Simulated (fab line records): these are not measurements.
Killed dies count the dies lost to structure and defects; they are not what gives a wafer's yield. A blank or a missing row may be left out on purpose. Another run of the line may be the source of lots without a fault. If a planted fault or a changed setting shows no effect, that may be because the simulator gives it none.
What tool caused it?    flow rit_cmos    39 wafers from 13 lots sampled at 7 of the route's 202 steps

## WHAT THE GAUGES SHOWED, per wafer
RIT_NWELL_OVL_MEAS_06.
lot   measured     on          NWELL_OVL (nm)
L246  day 2 06:25  overlay-02  -0.1 -1.0 -0.4
L248  day 2 10:17  overlay-01  -0.2 -1.0 -0.5
L249  day 2 18:30  overlay-02  0.2 -0.4 -0.7
L251  day 2 23:50  overlay-01  0.7 0.8 0.0
L252  day 3 03:47  overlay-01  0.0 -1.6 -0.1
L253  day 3 09:27  overlay-01  -2.8 -2.8 -1.8
L254  day 3 14:44  overlay-01  -0.1 0.2 1.7
L256  day 4 03:20  overlay-02  -2.8 -2.3 -1.4
L257  day 4 06:11  overlay-02  -1.6 -1.2 0.3
L258  day 4 09:35  overlay-01  1.8 -0.5 0.5
L267  day 6 07:49  overlay-01  -1.6 -0.9 0.9
L268  day 6 13:11  overlay-02  -0.7 0.4 1.0
L269  day 6 16:48  overlay-02  -3.0 -3.3 -2.6

RIT_PRETRO_OVL_MEAS_06.
lot   measured     on          PRETRO_OVL (nm)
L246  day 2 18:12  overlay-02  -0.9 -0.8 -0.1
L248  day 2 22:37  overlay-01  -0.1 0.5 0.7
L249  day 3 04:45  overlay-02  -0.3 -2.4 -1.3
L251  day 3 12:09  overlay-02  -0.5 -1.6 -2.1
L252  day 3 15:38  overlay-02  -1.4 -1.8 -1.3
L253  day 3 19:52  overlay-01  1.2 1.2 0.2
L254  day 4 01:52  overlay-01  0.3 0.1 -0.3
L256  day 4 13:55  overlay-01  -1.8 -0.7 -0.7
L257  day 4 17:56  overlay-01  -0.9 -0.9 -0.8
L258  day 4 20:30  overlay-02  -0.7 -2.4 -1.0
L267  day 6 18:26  overlay-02  -0.4 -2.1 -0.2
L268  day 7 00:30  overlay-02  0.3 0.2 1.5
L269  day 7 03:29  overlay-01  -0.5 -0.1 0.1

RIT_NLDD_OVL_MEAS_06.
lot   measured     on          NLDD_OVL (nm)
L246  day 3 06:12  overlay-01  0.2 1.2 1.0
L248  day 3 10:35  overlay-02  -2.7 -2.7 -4.9
L249  day 3 16:59  overlay-01  0.0 1.9 1.9
L251  day 4 02:13  overlay-02  -0.2 -0.9 -1.6
L252  day 4 05:14  overlay-02  -4.1 -2.8 -2.7
L253  day 4 11:19  overlay-01  -0.3 0.0 -0.2
L254  day 4 14:41  overlay-02  -2.2 0.0 -1.9
L256  day 5 00:18  overlay-02  0.5 0.8 -0.2
L257  day 5 05:41  overlay-02  -1.9 -2.8 -2.2
L258  day 5 10:54  overlay-01  - - -
L267  day 7 06:24  overlay-01  -1.4 -1.8 -1.2
L268  day 7 13:17  overlay-02  0.1 -0.3 0.9
L269  day 7 17:32  overlay-01  1.3 1.7 0.4

RIT_NLDD_TW_MEAS_10.
lot   measured     on             NLDD_TW
L246  day 3 06:43  film_metro-01  2474 2488 2486
L248  day 3 11:06  film_metro-03  2476 2479 2487
L249  day 3 17:33  film_metro-04  2449 2452 2453
L251  day 4 02:44  film_metro-01  2497 2488 2478
L252  day 4 05:45  film_metro-03  2457 2445 2457
L253  day 4 11:50  film_metro-03  2452 2457 2481
L254  day 4 15:12  film_metro-03  2463 2463 2465
L256  day 5 00:49  film_metro-04  2453 2456 2460
L257  day 5 06:12  film_metro-03  2497 2510 2484
L258  day 5 11:25  film_metro-04  29 30 29
L267  day 7 07:02  film_metro-04  2477 2472 2459
L268  day 7 13:48  film_metro-04  2471 2462 2461
L269  day 7 18:02  film_metro-01  2481 2497 2482

RIT_PLDD_TW_MEAS_10.
lot   measured     on             PLDD_TW
L246  day 3 08:16  film_metro-03  2327 2333 2323
L248  day 3 12:39  film_metro-01  2337 2350 2345
L249  day 3 19:05  film_metro-04  2303 2326 2315
L251  day 4 04:09  film_metro-01  2342 2360 2350
L252  day 4 07:18  film_metro-03  2322 2319 2327
L253  day 4 13:25  film_metro-01  2333 2334 2344
L254  day 4 16:59  film_metro-04  2308 2302 2307
L256  day 5 02:14  film_metro-01  2342 2335 2332
L257  day 5 07:43  film_metro-03  2350 2354 2334
L258  day 5 13:04  film_metro-01  2850 2854 2855
L267  day 7 08:55  film_metro-03  2345 2352 2350
L268  day 7 15:21  film_metro-04  2317 2324 2317
L269  day 7 19:44  film_metro-03  2338 2335 2357

## EACH LOT AND THE TOOL THAT RAN IT (in order: tool; ch and the chambers of the sampled wafers; start)
lot   RIT_PRETRO_STRIP_09                  RIT_NLDD_EXPOSE_03
L246  plasma_asher-04 ch 0,1, day 2 18:38  iline_stepper-01 ch 0, day 3 05:37
L248  plasma_asher-01 ch 0,1, day 2 23:16  iline_stepper-02 ch 0, day 3 10:13
L249  plasma_asher-04 ch 0,1, day 3 05:11  iline_stepper-02 ch 0, day 3 16:35
L251  plasma_asher-04 ch 0,1, day 3 12:35  iline_stepper-01 ch 0, day 4 01:49
L252  plasma_asher-01 ch 0,1, day 3 16:04  iline_stepper-02 ch 0, day 4 04:50
L253  plasma_asher-02 ch 0,1, day 3 20:22  iline_stepper-01 ch 0, day 4 10:55
L254  plasma_asher-01 ch 0, day 4 02:18    iline_stepper-02 ch 0, day 4 14:17
L256  plasma_asher-01 ch 0,1, day 4 14:20  iline_stepper-02 ch 0, day 4 23:55
L257  plasma_asher-04 ch 0,1, day 4 18:32  iline_stepper-01 ch 0, day 5 05:17
L258  plasma_asher-04 ch 0,1, day 4 20:56  iline_stepper-01 ch 0, day 5 10:31
L267  plasma_asher-02 ch 0,1, day 6 18:55  iline_stepper-02 ch 0, day 7 06:02
L268  plasma_asher-04 ch 0, day 7 00:56    iline_stepper-02 ch 0, day 7 12:53
L269  plasma_asher-04 ch 0,1, day 7 03:56  iline_stepper-01 ch 0, day 7 17:08
- RIT_PRETRO_STRIP_09: strips in O2, time 180 s.
- RIT_NLDD_EXPOSE_03: exposes mask M7, target cd 40700 nm.

## AS READ BY THE TOOLS THEMSELVES (means over the sampled wafers that have a number; for cases with no such wafer, the mark the record gives instead)
RIT_PRETRO_STRIP_09.
lot   tool             drypump_motor_current_A (A)  o2_flow_sccm (sccm)
L246  plasma_asher-04  5.48                         4004
L248  plasma_asher-01  5.38                         3982
L249  plasma_asher-04  5.48                         4004
L251  plasma_asher-04  5.49                         4024
L252  plasma_asher-01  5.27                         4017
L253  plasma_asher-02  5.56                         3992
L254  plasma_asher-01  5.52                         4008
L256  plasma_asher-01  5.39                         4008
L257  plasma_asher-04  5.49                         4005
L258  plasma_asher-04  5.46                         4011
L267  plasma_asher-02  5.55                         4013
L268  plasma_asher-04  5.65                         4000
L269  plasma_asher-04  5.48                         4004

RIT_NLDD_EXPOSE_03.
lot   tool              stage_vel_mm_s (mm/s)
L246  iline_stepper-01  500.01
L248  iline_stepper-02  500.00
L249  iline_stepper-02  500.13
L251  iline_stepper-01  499.92
L252  iline_stepper-02  499.91
L253  iline_stepper-01  499.73
L254  iline_stepper-02  499.93
L256  iline_stepper-02  499.72
L257  iline_stepper-01  499.83
L258  iline_stepper-01  499.78
L267  iline_stepper-02  500.00
L268  iline_stepper-02  500.11
L269  iline_stepper-01  500.06

## THE ANSWER, worked out from the rows above alone
Rule: what is usual is taken from the lots themselves. The widest of any qualifying gaps counts: lots, ordered by their means at a reading, are off when they make up no more than a third of the lots, leave a main group of 4 or more, and stand apart from it by 3 or more times the standard deviation of that group's means. The tables above print the reading to a certain number of digits; a main group whose means all agree to those digits is not used. A lot without any number at a reading at which 4 lots or more have one is off too. All remaining lots with rows at the step are treated as sound. After the gauges, taken in route order, come the tools' own readings; for these a lot's mean is taken, as printed above. At the first step where some lot is off, the reading lying furthest off is the one used; lots without a number count as furthest.
Off: L258, at RIT_NLDD_OVL_MEAS_06 (NLDD_OVL). Without a number there: L258. The main group has a mean of -0.8 nm with a standard deviation of 1.6.
A tool fits if, at a process step before that reading, it ran every lot that is off, and no sound lot after the first of them. The gauges at RIT_NLDD_OVL_MEAS_06 aren't tried: what is off there is off at RIT_NLDD_TW_MEAS_10 too, on other tools, and a gauge's error can't cause that. None of those tried fits.

## WHAT THE SIMULATOR PUT IN
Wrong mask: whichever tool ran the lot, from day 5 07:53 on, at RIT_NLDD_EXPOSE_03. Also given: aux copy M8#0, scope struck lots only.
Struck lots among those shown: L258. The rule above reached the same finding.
